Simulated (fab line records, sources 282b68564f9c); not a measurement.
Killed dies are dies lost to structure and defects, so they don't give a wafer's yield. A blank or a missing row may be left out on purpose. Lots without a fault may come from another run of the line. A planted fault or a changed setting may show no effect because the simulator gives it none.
A struck lot beside a sound one | flow rit_cmos | 33 steps out of a route of 202
Sound: wafers L294.4, L294.5, L294.6. Struck: wafers L297.1, L297.2, L297.6. The cause comes at the end.
At each step with rows: each side's tool, then ch and its chambers, then its first start. Under that, the readings that differ: sound wafers | struck wafers | difference of the means | sigmas: that difference in standard deviations of wafers without a fault.
alike: readings whose means differ by less than 2 such deviations, and words and numbers that are the same on both sides. not compared: withheld readings, readings that some wafer has no value for, bounds like >300 that may hide the same value, and numbers for which the record gives no deviation and whose values overlap.
The two part at a step that has a row with sigmas, a row that says differs or no value, or rows on one side only. Numbers that don't overlap but have no deviation are shown without sigmas and don't part them. A reading that every wafer of one side lacks parts them only if that side has two wafers or more.

RIT_NRETRO_TW_MEAS_10:
  sound on film_metro-03, day 3 01:58; struck on film_metro-02, day 3 16:35
  alike: NRETRO_TW
then, 6 steps without rows for these wafers: RIT_PRETRO_HMDS_00 (prime time 60 s); RIT_PRETRO_COAT_01 (resist thk 1300 nm); RIT_PRETRO_SOFTBAKE_02 (time 60 s); RIT_PRETRO_EXPOSE_03 (exposes mask M5, target cd 43700 nm); RIT_PRETRO_PEB_04; RIT_PRETRO_DEVELOP_05 (develop time 68 s).
RIT_PRETRO_OVL_MEAS_06:
  sound on overlay-01, day 3 03:02; struck on overlay-01, day 3 17:40
  alike: PRETRO_OVL
then, 2 steps without rows for these wafers: RIT_PRETRO_HARDBAKE_07 (time 120 s); RIT_PRETRO_IMPLANT_08.
RIT_PRETRO_STRIP_09: strips in O2, time 180 s.
  sound on plasma_asher-04 ch 0,1, day 3 03:30; struck on plasma_asher-04 ch 0,1, day 3 18:08
  alike: drypump_motor_current_A
  not compared: rf_hours_counter_h
RIT_PRETRO_TW_MEAS_10:
  sound on film_metro-04, day 3 03:39; struck on film_metro-04, day 3 18:18
  alike: PRETRO_TW
RIT_GATE_WET_ETCH_00: etches SiO2 in BOE, target depth 56 nm, time 60 s.
  sound on wet_bench-01 ch 1, day 3 03:41; struck on wet_bench-01 ch 1, day 3 18:22
  no value came back on the struck wafers for bath_heat_duty_pct (%), run_length_s (s); on the sound wafers bath_heat_duty_pct (%) reads 2.3 2.3 1.9
  reading                                       | sound             | struck            | difference | sigmas
  model.SiO2_of_FOX2_OXIDATION_00.thk_nm (nm)   | 277.5 268.9 275.2 | 328.9 331.4 331.1 | +56.6      |
  model.SiO2_of_ACTIVE_OXIDATION_01.thk_nm (nm) | 0 0 0             | 39.29 39.56 39.01 | +39.29     |
then, 4 steps without rows for these wafers: RIT_GATE_CLEAN_01 (cleans in SC1, time 600 s); RIT_GATE_CLEAN_02 (cleans in dHF, time 30 s); RIT_GATE_CLEAN_03 (cleans in SC2, time 600 s); RIT_GATE_CLEAN_04 (cleans in dHF, time 60 s).
RIT_FOX2_THK_MEAS_91:
  sound on film_metro-03, day 3 04:10; struck on film_metro-01, day 3 18:47
  reading                     | sound       | struck      | difference | sigmas
  FIELD_OXIDE_LEFT_2_THK (nm) | 265 257 263 | 317 320 319 | +57        | +9
then, 9 steps without rows for these wafers: RIT_GATE_OXIDATION_05 (target thk 3 nm, ox time 270 s); RIT_GATE_ANNEAL_06 (time 600 s); RIT_GATE_CVD_08 (deposits poly-Si from SiH4, target thk 250 nm, time 2220 s); RIT_GATE_HMDS_10 (prime time 60 s); RIT_GATE_COAT_11 (resist thk 850 nm); RIT_GATE_SOFTBAKE_12 (time 60 s); RIT_GATE_EXPOSE_13 (exposes mask M6, target cd 150 nm); RIT_GATE_PEB_14; RIT_GATE_DEVELOP_15 (develop time 50 s).
RIT_GATE_CD_MEAS_16: target cd 150 nm.
  sound on cd_sem-02, day 3 10:20; struck on cd_sem-02, day 3 23:20
  alike: cd_nm
RIT_GATE_OVL_MEAS_17:
  sound on overlay-01, day 3 10:25; struck on overlay-02, day 3 23:27
  alike: GATE_OVL
then, 1 step without rows for these wafers: RIT_GATE_HARDBAKE_18 (time 60 s).
RIT_GATE_ETCH_19: etches poly-Si in SF6/CHF3/O2, stops on SiO2, time 165 s, target depth 312.5 nm.
  sound on rie_si-01 ch 0,3, day 3 10:35; struck on rie_si-02 ch 1,2, day 3 23:38
  reading                                     | sound             | struck            | difference | sigmas
  model.SiO2_of_FOX2_OXIDATION_00.thk_nm (nm) | 254.1 245.6 251.6 | 305.6 308.5 308.3 | +57.0      |
  alike: CHF3_flow_sccm, O2_flow_sccm, drypump_motor_current_A, oes_product_au, throttle_valve_pct
  not compared: rf_hours_counter_h
RIT_GATE_STRIP_20: strips in O2, time 180 s.
  sound on plasma_asher-04 ch 0,1, day 3 10:46; struck on plasma_asher-01 ch 0,1, day 3 23:44
  alike: drypump_motor_current_A
  not compared: rf_hours_counter_h
RIT_M1_PROBE_99:
  sound on prober-01, day 4 07:50; struck on prober-02, day 4 19:45
  reading             | sound  | struck      | difference | sigmas
  killed_at_front_end | 3 4 10 | 264 264 264 | +258       | +92
  killed_dies         | 3 4 10 | 264 264 264 | +258       | +92
  killed_on_rim       | 1 3 5  | 70 70 70    | +67        | +48
  alike: killed_open, killed_short

WHERE THEY PART
First at RIT_GATE_WET_ETCH_00; last, within this record, at RIT_M1_PROBE_99.

WHY: what the simulator had put in
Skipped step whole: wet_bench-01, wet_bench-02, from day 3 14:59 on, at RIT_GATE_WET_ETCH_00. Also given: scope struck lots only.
